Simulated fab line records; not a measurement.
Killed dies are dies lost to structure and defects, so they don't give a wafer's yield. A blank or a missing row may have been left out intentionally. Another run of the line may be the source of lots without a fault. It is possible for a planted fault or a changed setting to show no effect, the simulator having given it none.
Comparing a struck lot with a sound one + flow rit cmos + 43 out of 202 route steps
Sound: the wafers L624.2, L624.3, L624.4. Wafers struck: L632.1, L632.4, L632.6. The cause is named last.
Order at every step that has rows: each side's tool, ch and its chambers, its first start. Under that, the readings that differ: sound wafers + struck wafers + difference of the means + sigmas: that difference in standard deviations of wafers without a fault.
alike: readings whose means differ by less than 2 such deviations, and words and numbers that are the same on both sides. not compared: withheld readings, readings that some wafer has no value for, bounds like >300 that may hide the same value, and numbers for which the record gives no deviation and whose values overlap.
Wherever a step has rows on one side only, a row that says differs or no value, or a row with sigmas, the two part there. Non-overlapping numbers with no deviation appear without sigmas and do not part them. A reading missing from all wafers of one side parts the sides only when that side holds two or more wafers.

first, 3 steps without rows for these wafers: RIT_NSD_HARDBAKE_07 (time 60 s); RIT_NSD_IMPLANT_08; RIT_NSD_STRIP_09 (strips in O2, time 180 s).
RIT_NSD_TW_MEAS_10:
  struck on film metro-04, day 7 05:28; sound on film metro-04, day 5 15:29
  alike: NSD_TW
then, 6 steps without rows for these wafers: RIT_PSD_HMDS_00 (prime time 60 s); RIT_PSD_COAT_01 (resist thk 1000 nm); RIT_PSD_SOFTBAKE_02 (time 60 s); RIT_PSD_EXPOSE_03 (exposes mask M10, target cd 40900 nm); RIT_PSD_PEB_04; RIT_PSD_DEVELOP_05 (develop time 50 s).
RIT_PSD_OVL_MEAS_06:
  struck on overlay-01, day 7 06:22; sound on overlay-01, day 5 16:40
  alike: PSD_OVL
then, 1 step without rows for these wafers: RIT_PSD_HARDBAKE_07 (time 60 s).
RIT_PSD_IMPLANT_08:
  sound on implanter-02 ch 0, day 5 16:52; struck on implanter-02 ch 0, day 7 06:34
  alike: beam energy keV
then, 1 step without rows for these wafers: RIT_PSD_STRIP_09 (strips in O2, time 180 s).
RIT_PSD_TW_MEAS_10:
  struck on film metro-04, day 7 06:53; sound on film metro-03, day 5 17:10
  alike: PSD_TW
then, 3 steps without rows for these wafers: RIT_SDANNEAL_CLEAN_00 (cleans in SC1, time 600 s); RIT_SDANNEAL_CLEAN_01 (cleans in dHF, time 30 s); RIT_SDANNEAL_CLEAN_02 (cleans in SC2, time 600 s).
RIT_SDANNEAL_RTA_03: time 5 s.
  sound on rtp anneal-01 ch 0, day 5 17:38; struck on rtp anneal-01 ch 0, day 7 07:19
  alike: wafer_temp_C_max
RIT_SDANNEAL_RS_MEAS_04: uses a four-point probe to measure.
  struck on film metro-02, day 7 07:22; sound on film metro-03, day 5 17:42
  alike: PSD_RS
RIT_SDANNEAL_RS_MEAS_05: uses a four-point probe to measure.
  struck on film metro-02, day 7 07:29; sound on film metro-03, day 5 17:49
  alike: NSD_RS
RIT_SDANNEAL_RS_MEAS_06: uses a four-point probe to measure.
  struck on film metro-02, day 7 07:37; sound on film metro-03, day 5 17:56
| reading          | sound             | struck            | difference | sigmas |
|------------------|-------------------|-------------------|------------|--------|
| PLDD_RS (ohm/sq) | 179.2 179.4 178.9 | 178.3 177.6 177.4 | -1.4       | -3     |
RIT_SDANNEAL_RS_MEAS_07: uses a four-point probe to measure.
  struck on film metro-02, day 7 07:44; sound on film metro-03, day 5 18:04
  alike: NLDD_RS
then, 1 step without rows for these wafers: RIT_SILICIDE_WET_ETCH_00 (etches SiO2 in BOE, target depth 14 nm, time 15 s).
RIT_SILICIDE_SPUTTER_01: material Ti, target thk 30 nm, time 240 s.
  struck on pvd sputter-03, day 7 07:52; sound on pvd sputter-01, day 5 18:10
  alike: throttle valve pct
RIT_SILICIDE_RS_MEAS_02: uses a four-point probe to measure.
  struck on film metro-01, day 7 08:01; sound on film metro-01, day 5 18:20
  alike: SILICIDE_TI_RS
RIT_SILICIDE_THK_MEAS_03: measures by xrf.
  struck on film metro-01, day 7 08:08; sound on film metro-01, day 5 18:27
  alike: SILICIDE_TI_THK
then, 2 steps without rows for these wafers: RIT_SILICIDE_RTA_04 (time 10 s, ramp up 5 s, ramp down 5 s); RIT_SILICIDE_WET_ETCH_05 (etches Ti in SPM, time 120 s).
RIT_SILICIDE_RTA_06: time 10 s, ramp up 5 s, ramp down 10 s.
  sound on rtp anneal-01 ch 0, day 5 18:37; struck on rtp anneal-01 ch 0, day 7 08:22
  alike: wafer_temp_C_max
RIT_CONTACT_CVD_00: deposits SiO2 from TEOS, target thk 400 nm, time 61 s.
  sound on pecvd-01 ch 0,1,2, day 5 18:41; struck on pecvd-04 ch 0,1,2, day 7 08:26
  alike: heater power w
RIT_CONTACT_THK_MEAS_01:
  struck on film metro-02, day 7 08:29; sound on film metro-02, day 5 18:44
  alike: CONTACT_TEOS_THK
then, 6 steps without rows for these wafers: RIT_CONTACT_HMDS_02 (prime time 60 s); RIT_CONTACT_COAT_03 (resist thk 1000 nm); RIT_CONTACT_SOFTBAKE_04 (time 60 s); RIT_CONTACT_EXPOSE_05 (exposes mask M11, target cd 1000 nm); RIT_CONTACT_PEB_06; RIT_CONTACT_DEVELOP_07 (develop time 120 s).
RIT_CONTACT_CD_MEAS_08: the cd target is 1000 nm.
  struck on cd sem-01, day 7 09:38; sound on cd sem-01, day 5 19:54
  alike: cd nm
RIT_CONTACT_OVL_MEAS_09:
  struck on overlay-02, day 7 09:45; sound on overlay-01, day 5 20:00
| reading          | sound       | struck         | difference | sigmas |
|------------------|-------------|----------------|------------|--------|
| CONTACT_OVL (nm) | 3.4 1.4 2.6 | -1.7 -1.6 -1.3 | -4.0       | -2     |
then, 1 step without rows for these wafers: RIT_CONTACT_HARDBAKE_10 (time 60 s).
RIT_CONTACT_ETCH_11: etches SiO2 in CHF3/CF4/Ar, stops on TiSi2, target depth 480 nm, time 320 s.
  sound on rie diel-02 ch 0,2,3, day 5 20:11; struck on rie diel-02 ch 0,1, day 7 10:01
  alike: drypump motor current A, mfc ar sccm, oes product au, throttle valve pct
  not compared: rf hours counter h
RIT_M1_PROBE_99:
  struck on prober-02, day 7 14:59; sound on prober-02, day 6 01:13
| reading                                 | sound                      | struck                  | difference | sigmas |
|-----------------------------------------|----------------------------|-------------------------|------------|--------|
| model.etest.pmos_0p15.drive ua um range | 4.192 3.144 2.777          | 5.841 5.058 6.163       | +2.316     |        |
| model.etest.pmos_0p15.vt v range        | 0.003866 0.006048 0.005534 | 0.01631 0.01594 0.01986 | +0.01222   |        |
  alike: killed at contacts, killed at front end, killed dies, killed on rim, killed open, killed short
  not compared: model.etest.diode pplus nwell.cj ff um2 range

== WHERE THEY PART ==
At RIT_SDANNEAL_RS_MEAS_06 first; at RIT_CONTACT_OVL_MEAS_09 last (within this record only). Later steps at which nothing parts them and some readings are alike: RIT_CONTACT_ETCH_11, RIT_M1_PROBE_99.

WHY: whatever the simulator had introduced
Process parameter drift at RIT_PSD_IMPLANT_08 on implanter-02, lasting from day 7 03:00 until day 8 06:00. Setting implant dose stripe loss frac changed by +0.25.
